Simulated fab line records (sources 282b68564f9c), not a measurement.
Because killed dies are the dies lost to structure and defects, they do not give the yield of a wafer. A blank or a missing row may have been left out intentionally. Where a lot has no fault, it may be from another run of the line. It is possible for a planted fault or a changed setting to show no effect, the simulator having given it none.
A sampling plan put to the test || flow ritCmos || one line in one fab, 16 faults in these records, each fault weighed on the records of the lots it struck
Plan = the line's own looks (route steps where a gauge or an inspection reads the wafer without altering it). Where struck wafers have a number at a look and the file lists that look's usual mean and standard deviation on fault-free wafers, the look can be judged. Caught: a look later than the fault's first step finds the struck wafers' mean 4 or more of those standard deviations (sigma) from the usual mean. On the tool: the identical test, applied to the tool's own readings at the steps of the fault. It also counts as caught if the struck wafers ran another recipe or if their record alone is blank.

== THE FAULTS, as the simulator had put them in ==
1. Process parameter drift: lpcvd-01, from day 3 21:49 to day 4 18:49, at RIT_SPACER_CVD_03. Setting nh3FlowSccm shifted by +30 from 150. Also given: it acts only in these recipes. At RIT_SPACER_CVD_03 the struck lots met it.
2. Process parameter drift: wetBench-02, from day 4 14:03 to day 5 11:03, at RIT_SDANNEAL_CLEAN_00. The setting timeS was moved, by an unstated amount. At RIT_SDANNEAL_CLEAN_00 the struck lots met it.
3. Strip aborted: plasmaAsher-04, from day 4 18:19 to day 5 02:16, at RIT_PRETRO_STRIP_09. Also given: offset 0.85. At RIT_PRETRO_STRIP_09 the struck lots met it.
4. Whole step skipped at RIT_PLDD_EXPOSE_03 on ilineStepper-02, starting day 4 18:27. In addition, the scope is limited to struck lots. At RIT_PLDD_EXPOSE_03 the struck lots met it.
5. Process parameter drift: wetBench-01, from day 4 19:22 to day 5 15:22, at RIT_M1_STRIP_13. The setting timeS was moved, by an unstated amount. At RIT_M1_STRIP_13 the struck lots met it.
6. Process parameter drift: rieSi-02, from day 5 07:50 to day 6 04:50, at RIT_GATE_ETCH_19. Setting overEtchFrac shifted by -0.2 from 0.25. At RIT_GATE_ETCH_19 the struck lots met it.
7. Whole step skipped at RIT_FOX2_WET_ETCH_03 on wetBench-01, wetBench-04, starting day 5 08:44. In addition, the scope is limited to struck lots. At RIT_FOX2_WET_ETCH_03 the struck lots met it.
8. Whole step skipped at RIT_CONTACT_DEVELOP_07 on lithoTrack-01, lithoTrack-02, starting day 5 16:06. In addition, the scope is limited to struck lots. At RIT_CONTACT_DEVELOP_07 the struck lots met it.
9. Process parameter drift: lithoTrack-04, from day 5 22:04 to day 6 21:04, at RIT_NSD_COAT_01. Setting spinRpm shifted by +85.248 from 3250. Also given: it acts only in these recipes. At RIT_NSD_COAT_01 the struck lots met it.
10. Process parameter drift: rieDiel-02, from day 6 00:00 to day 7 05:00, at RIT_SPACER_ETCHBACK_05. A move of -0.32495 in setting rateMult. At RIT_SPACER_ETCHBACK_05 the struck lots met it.
11. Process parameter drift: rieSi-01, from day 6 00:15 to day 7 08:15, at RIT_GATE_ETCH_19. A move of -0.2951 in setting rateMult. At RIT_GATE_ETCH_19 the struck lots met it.
12. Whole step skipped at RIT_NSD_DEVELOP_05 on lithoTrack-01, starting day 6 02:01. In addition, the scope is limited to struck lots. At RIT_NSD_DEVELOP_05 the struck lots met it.
13. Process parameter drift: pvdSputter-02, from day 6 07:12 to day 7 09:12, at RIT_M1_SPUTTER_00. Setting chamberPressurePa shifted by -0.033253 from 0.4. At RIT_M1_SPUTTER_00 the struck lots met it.
14. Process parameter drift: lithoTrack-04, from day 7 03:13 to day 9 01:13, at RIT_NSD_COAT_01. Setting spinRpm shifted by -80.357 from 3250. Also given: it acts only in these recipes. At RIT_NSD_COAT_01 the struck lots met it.
15. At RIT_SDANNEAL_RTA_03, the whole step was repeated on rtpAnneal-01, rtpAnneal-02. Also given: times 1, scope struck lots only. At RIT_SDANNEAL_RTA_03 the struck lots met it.
16. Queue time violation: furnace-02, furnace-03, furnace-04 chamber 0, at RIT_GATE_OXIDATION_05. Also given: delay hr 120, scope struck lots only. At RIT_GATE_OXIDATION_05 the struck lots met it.

== WHAT THE PLAN SAW ==
{"fault": 1, "on the tool itself": "nh3FlowSccm +60 sigma", "first look that catches it": "RIT_SPACER_THK_MEAS_04", "reading, sigma": "SPACER_NITRIDE_THK +14", "median hours from its first step to that look": 1.9, "hours from the fault's start to the first struck lot there": 8, "judged looks passed uncaught": 0}
{"fault": 2, "on the tool itself": "runLengthS -20 sigma", "first look that catches it": "not the one look that can be judged after it", "reading, sigma": "-", "median hours from its first step to that look": "-", "hours from the fault's start to the first struck lot there": "-", "judged looks passed uncaught": 1}
{"fault": 3, "on the tool itself": "runLengthS -99 or beyond sigma", "first look that catches it": "no look after it can be judged", "reading, sigma": "-", "median hours from its first step to that look": "-", "hours from the fault's start to the first struck lot there": "-", "judged looks passed uncaught": 0}
{"fault": 4, "on the tool itself": "no reading that can be judged", "first look that catches it": "no look after it can be judged", "reading, sigma": "-", "median hours from its first step to that look": "-", "hours from the fault's start to the first struck lot there": "-", "judged looks passed uncaught": 0}
{"fault": 5, "on the tool itself": "runLengthS +19 sigma", "first look that catches it": "no look after it can be judged", "reading, sigma": "-", "median hours from its first step to that look": "-", "hours from the fault's start to the first struck lot there": "-", "judged looks passed uncaught": 0}
{"fault": 6, "on the tool itself": "oesProductAu +7.1 sigma", "first look that catches it": "not the one look that can be judged after it", "reading, sigma": "-", "median hours from its first step to that look": "-", "hours from the fault's start to the first struck lot there": "-", "judged looks passed uncaught": 1}
{"fault": 7, "on the tool itself": "the tool's record is blank for the struck wafers", "first look that catches it": "none of the 3 looks that can be judged after it", "reading, sigma": "-", "median hours from its first step to that look": "-", "hours from the fault's start to the first struck lot there": "-", "judged looks passed uncaught": 3}
{"fault": 8, "on the tool itself": "the tool's record is blank for the struck wafers", "first look that catches it": "no look after it can be judged", "reading, sigma": "-", "median hours from its first step to that look": "-", "hours from the fault's start to the first struck lot there": "-", "judged looks passed uncaught": 0}
{"fault": 9, "on the tool itself": "spinSpeedRpm +34 sigma", "first look that catches it": "no look after it can be judged", "reading, sigma": "-", "median hours from its first step to that look": "-", "hours from the fault's start to the first struck lot there": "-", "judged looks passed uncaught": 0}
{"fault": 10, "on the tool itself": "oesProductAu -5.6 sigma", "first look that catches it": "no look after it can be judged", "reading, sigma": "-", "median hours from its first step to that look": "-", "hours from the fault's start to the first struck lot there": "-", "judged looks passed uncaught": 0}
{"fault": 11, "on the tool itself": "only faintly: oesProductAu -2.1 sigma", "first look that catches it": "no look after it can be judged", "reading, sigma": "-", "median hours from its first step to that look": "-", "hours from the fault's start to the first struck lot there": "-", "judged looks passed uncaught": 0}
{"fault": 12, "on the tool itself": "the tool's record is blank for the struck wafers", "first look that catches it": "no look after it can be judged", "reading, sigma": "-", "median hours from its first step to that look": "-", "hours from the fault's start to the first struck lot there": "-", "judged looks passed uncaught": 0}
{"fault": 13, "on the tool itself": "chamberPressurePa -41 sigma", "first look that catches it": "no look after it can be judged", "reading, sigma": "-", "median hours from its first step to that look": "-", "hours from the fault's start to the first struck lot there": "-", "judged looks passed uncaught": 0}
{"fault": 14, "on the tool itself": "spinSpeedRpm -32 sigma", "first look that catches it": "no look after it can be judged", "reading, sigma": "-", "median hours from its first step to that look": "-", "hours from the fault's start to the first struck lot there": "-", "judged looks passed uncaught": 0}
{"fault": 15, "on the tool itself": "under 2 sigma", "first look that catches it": "no look after it can be judged", "reading, sigma": "-", "median hours from its first step to that look": "-", "hours from the fault's start to the first struck lot there": "-", "judged looks passed uncaught": 0}
{"fault": 16, "on the tool itself": "under 2 sigma", "first look that catches it": "no look after it can be judged", "reading, sigma": "-", "median hours from its first step to that look": "-", "hours from the fault's start to the first struck lot there": "-", "judged looks passed uncaught": 0}
Dash: fault not caught, or number not given in these records.

Caught at a look: 1 of 16. Caught on the tool: 12 of 16. By one or the other: 12 of 16.
Faults caught by the tool alone: 2, 3, 5, 6, 7, 8, 9, 10, 12, 13, 14.
Caught by neither: faults 4, 11, 15, 16.

== THINNER SAMPLING ==
In the worst case, this is how late the first struck lot would be measured if the look that catches a fault measured only every second or every third lot, by lot number:
{"fault": 1, "struck lots at that look, in order of time": "L493, L494, L495", "every lot": "8 h", "every second lot": "16 h", "every third lot": "18 h"}
Hours are from the fault's start to the first struck lot that is measured. The limit of 4 sigma was tested on all struck wafers together, so one lot alone may lie under it. Other struck lots may not be in these records.

== THE LONGEST TIMED WAY FROM STEP TO LOOK ==
Fault 1: a median of 1.9 hours passes between RIT_SPACER_CVD_03 and RIT_SPACER_THK_MEAS_04. No look between them can be judged.
